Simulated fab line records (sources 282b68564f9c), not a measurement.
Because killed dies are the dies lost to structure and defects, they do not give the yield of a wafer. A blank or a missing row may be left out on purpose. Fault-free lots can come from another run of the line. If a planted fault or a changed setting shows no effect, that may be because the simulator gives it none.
Which tool is to blame?	flow rit cmos	14 lots, 42 wafers sampled, at 7 steps of a route of 202

## WHAT THE GAUGES SHOWED, per wafer
RIT_NRETRO_OVL_MEAS_06. Usual: NRETRO_OVL typically reads -0.5 nm, with standard deviation 1.1.
lot	measured	on	NRETRO_OVL (nm)	flag
L834	day 2 04:59	overlay-01	0.0 -1.4 -1.5	
L835	day 2 10:43	overlay-01	0.3 0.4 -0.6	
L836	day 2 14:51	overlay-02	-0.9 -0.5 -0.6	
L837	day 2 20:35	overlay-01	-1.0 -0.9 -0.3	
L839	day 3 07:08	overlay-02	-1.5 -0.1 0.0	
L841	day 3 19:45	overlay-02	-2.2 -2.3 -1.0	
L843	day 4 11:22	overlay-01	-2.0 -0.8 -0.6	
L844	day 4 11:08	overlay-02	-0.6 0.3 -0.6	
L847	day 4 23:28	overlay-02	-0.9 1.5 -0.4	
L849	day 5 09:57	overlay-01	-1.0 -1.3 -1.1	
L850	day 5 12:58	overlay-01	1.9 3.1 0.2	
L852	day 6 00:27	overlay-01	-1.3 -2.0 -0.7	
L854	day 6 09:47	overlay-01	0.8 0.0 0.3	
L856	day 6 20:15	overlay-02	-3.0 -1.3 -1.4	

RIT_SDANNEAL_RS_MEAS_04: the measuring method here is four-point-probe. Usual: PSD_RS typically reads 115.55 ohm/sq, with standard deviation 0.27.
lot	measured	on	PSD_RS (ohm/sq)	flag
L834	day 3 01:20	film metro-03	115.61 115.74 115.66	
L835	day 3 07:20	film metro-03	115.45 115.33 115.56	
L836	day 3 10:53	film metro-01	116.06 115.57 115.67	
L837	day 3 18:05	film metro-01	115.69 115.61 115.64	
L839	day 4 08:57	film metro-01	115.38 115.47 115.64	
L841	day 4 17:14	film metro-02	115.58 115.56 115.51	
L843	day 5 07:02	film metro-01	115.90 115.67 115.67	
L844	day 5 09:50	film metro-01	115.44 115.55 115.55	
L847	day 5 20:07	film metro-03	93.51 93.36 93.66	OFF
L849	day 6 05:22	film metro-01	93.98 94.01 94.03	OFF
L850	day 6 08:52	film metro-01	115.26 115.29 115.18	
L852	day 6 20:51	film metro-01	115.44 115.58 115.88	
L854	day 7 05:16	film metro-02	115.05 115.87 115.47	
L856	day 7 17:28	film metro-03	115.04 115.40 115.12	

RIT_SDANNEAL_RS_MEAS_05: the measuring method here is four-point-probe. Usual: NSD_RS typically reads 86.0 ohm/sq, with standard deviation 0.32.
lot	measured	on	NSD_RS (ohm/sq)	flag
L834	day 3 01:27	film metro-03	85.6 85.6 86.0	
L835	day 3 07:27	film metro-03	86.0 85.8 85.9	
L836	day 3 11:01	film metro-01	86.6 86.4 86.5	
L837	day 3 18:12	film metro-01	85.9 86.1 86.0	
L839	day 4 09:04	film metro-01	86.9 86.3 86.4	
L841	day 4 17:22	film metro-02	85.9 86.2 86.1	
L843	day 5 07:09	film metro-01	85.7 85.9 85.8	
L844	day 5 09:58	film metro-01	85.9 86.3 86.2	
L847	day 5 20:14	film metro-03	84.2 84.2 84.5	OFF
L849	day 6 05:29	film metro-01	84.6 84.7 84.7	OFF
L850	day 6 08:59	film metro-01	86.3 86.3 85.9	
L852	day 6 20:58	film metro-01	85.8 86.2 86.2	
L854	day 7 05:23	film metro-02	86.2 86.1 86.2	
L856	day 7 17:35	film metro-03	85.8 85.6 85.4	

RIT_SDANNEAL_RS_MEAS_06: the measuring method here is four-point-probe. Usual: PLDD_RS typically reads 178.6 ohm/sq, with standard deviation 0.5.
lot	measured	on	PLDD_RS (ohm/sq)	flag
L834	day 3 01:34	film metro-03	178.6 178.5 179.1	
L835	day 3 07:34	film metro-03	179.0 179.0 179.4	
L836	day 3 11:08	film metro-01	178.9 178.5 177.6	
L837	day 3 18:19	film metro-01	178.5 177.7 177.9	
L839	day 4 09:11	film metro-01	178.7 178.7 178.7	
L841	day 4 17:29	film metro-02	178.7 179.3 178.3	
L843	day 5 07:16	film metro-01	179.1 178.7 178.9	
L844	day 5 10:05	film metro-01	178.7 178.6 179.2	
L847	day 5 20:21	film metro-03	159.9 159.8 159.1	OFF
L849	day 6 05:36	film metro-01	159.7 159.7 159.6	OFF
L850	day 6 09:07	film metro-01	178.8 178.8 178.8	
L852	day 6 21:05	film metro-01	179.1 179.2 178.6	
L854	day 7 05:30	film metro-02	178.6 178.4 178.7	
L856	day 7 17:43	film metro-03	178.0 177.7 178.1	

## WHAT TOOL EACH LOT RAN ON (gives the tool, then ch and the chambers of the sampled wafers, and finally the start)
lot	RIT_NWELL_STRIP_09	RIT_NRETRO_STRIP_09	RIT_SDANNEAL_RTA_03
L834	plasma asher-04 ch 0,1, day 1 20:53	plasma asher-01 ch 0,1, day 2 05:28	rtp anneal-02 ch 0, day 3 01:15
L835	plasma asher-02 ch 0,1, day 2 02:34	plasma asher-03 ch 0,1, day 2 11:09	rtp anneal-01 ch 0, day 3 07:16
L836	plasma asher-04 ch 0,1, day 2 06:46	plasma asher-02 ch 0,1, day 2 15:17	rtp anneal-02 ch 0, day 3 10:49
L837	plasma asher-02 ch 0,1, day 2 11:55	plasma asher-02 ch 0,1, day 2 21:01	rtp anneal-01 ch 0, day 3 18:01
L839	plasma asher-02 ch 0, day 2 21:49	plasma asher-03 ch 1, day 3 07:35	rtp anneal-01 ch 0, day 4 08:50
L841	plasma asher-02 ch 0,1, day 3 08:53	plasma asher-03 ch 0,1, day 3 20:14	rtp anneal-01 ch 0, day 4 17:07
L843	plasma asher-03 ch 0,1, day 4 01:53	plasma asher-03 ch 1, day 4 11:47	rtp anneal-01 ch 0, day 5 06:58
L844	plasma asher-04 ch 0,1, day 4 02:08	plasma asher-01 ch 0,1, day 4 11:43	rtp anneal-02 ch 0, day 5 09:47
L847	plasma asher-03 ch 0,1, day 4 15:15	plasma asher-01 ch 0,1, day 4 23:56	rtp anneal-01 ch 0, day 5 20:02
L849	plasma asher-03 ch 0,1, day 5 01:58	plasma asher-02 ch 0,1, day 5 10:23	rtp anneal-01 ch 0, day 6 05:19
L850	plasma asher-03 ch 0,1, day 5 04:46	plasma asher-02 ch 0,1, day 5 13:27	rtp anneal-02 ch 0, day 6 08:47
L852	plasma asher-02 ch 0,1, day 5 16:08	plasma asher-03 ch 0,1, day 6 00:53	rtp anneal-02 ch 0, day 6 20:47
L854	plasma asher-04 ch 0,1, day 6 01:00	plasma asher-02 ch 0,1, day 6 10:13	rtp anneal-02 ch 0, day 7 05:12
L856	plasma asher-03 ch 0,1, day 6 12:11	plasma asher-01 ch 0,1, day 6 20:44	rtp anneal-02 ch 0, day 7 17:23
- RIT_NWELL_STRIP_09: strips in O2, time 180 s.
- RIT_NRETRO_STRIP_09: strips in O2, time 180 s.
- RIT_SDANNEAL_RTA_03: time 5 s.

## WHAT THE TOOLS THEMSELVES READ (means of the sampled wafers that have a number; where no wafer has one, the mark that the record gives instead)
RIT_NWELL_STRIP_09. Usual: drypump motor current A reads 5.54 A (standard deviation 0.25).
lot	tool	drypump motor current A (A)	flag
L834	plasma asher-04	5.45	
L835	plasma asher-02	5.41	
L836	plasma asher-04	5.49	
L837	plasma asher-02	5.43	
L839	plasma asher-02	5.45	
L841	plasma asher-02	5.41	
L843	plasma asher-03	5.61	
L844	plasma asher-04	5.50	
L847	plasma asher-03	5.84	
L849	plasma asher-03	5.86	
L850	plasma asher-03	5.63	
L852	plasma asher-02	5.42	
L854	plasma asher-04	5.46	
L856	plasma asher-03	5.62	

RIT_NRETRO_STRIP_09. Usual: drypump motor current A reads 5.8 A (standard deviation 0.39).
lot	tool	drypump motor current A (A)	flag
L834	plasma asher-01	6.2	
L835	plasma asher-03	5.9	
L836	plasma asher-02	5.4	
L837	plasma asher-02	5.4	
L839	plasma asher-03	5.4	
L841	plasma asher-03	5.6	
L843	plasma asher-03	5.4	
L844	plasma asher-01	6.2	
L847	plasma asher-01	6.2	
L849	plasma asher-02	5.4	
L850	plasma asher-02	5.4	
L852	plasma asher-03	5.6	
L854	plasma asher-02	5.4	
L856	plasma asher-01	6.2	

RIT_SDANNEAL_RTA_03. Usual: chamber o2 ppm 2.002, standard deviation 0.019; wafer_temp_C_max 1053.7, standard deviation 1.2.
lot	tool	chamber o2 ppm	wafer_temp_C_max	flag
L834	rtp anneal-02	1.990	1053.7	
L835	rtp anneal-01	1.998	1054.2	
L836	rtp anneal-02	2.004	1052.7	
L837	rtp anneal-01	1.994	1053.9	
L839	rtp anneal-01	1.966	1053.8	
L841	rtp anneal-01	2.000	1052.9	
L843	rtp anneal-01	2.018	1054.8	
L844	rtp anneal-02	1.996	1052.9	
L847	rtp anneal-01	1.989	1087.2	OFF
L849	rtp anneal-01	1.989	1086.0	OFF
L850	rtp anneal-02	2.001	1054.5	
L852	rtp anneal-02	2.006	1053.3	
L854	rtp anneal-02	2.027	1054.0	
L856	rtp anneal-02	2.022	1053.6	

## THE ANSWER, worked out from the rows above alone
Rule: lot off if the mean of its wafers having a number is beyond 3 standard deviations from the usual mean. A lot without any number at a reading at which 4 lots or more have one is off too. All remaining lots with rows at the step are treated as sound. First the gauges in route order, then the tools' own readings, where a lot's mean is used as printed above. At the first step where some lot is off, the reading lying furthest off is the one used; lots without a number count as furthest.
Off: at RIT_SDANNEAL_RS_MEAS_04 (PSD_RS), L847, L849.
If a tool, at a process step before that reading, ran all the lots that are off and no sound lot after the first of them, it fits. Not tried: the gauges at RIT_SDANNEAL_RS_MEAS_04; whatever is off there is also off at RIT_SDANNEAL_RTA_03, on other tools, and gauge error can't account for it. One fits: RIT_SDANNEAL_RTA_03 on rtp anneal-01. Its last sound lot is L843 (day 5 06:58), its first lot that is off L847 (day 5 20:02): a fault that began between those two fits.
On the lots that are off, the tool's own readings at RIT_SDANNEAL_RTA_03 differ by more than 5 times the standard deviation of the sound lots' means, which bears it out; wafer_temp_C_max reads 1086.6 there versus 1053.7 on the sound lots.

## WHAT THE SIMULATOR HAD INSERTED
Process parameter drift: rtp anneal-01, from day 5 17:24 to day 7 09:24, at RIT_SDANNEAL_RTA_03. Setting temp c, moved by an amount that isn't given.
Struck lots among those shown: L847, L849. The rule above reached the same finding.
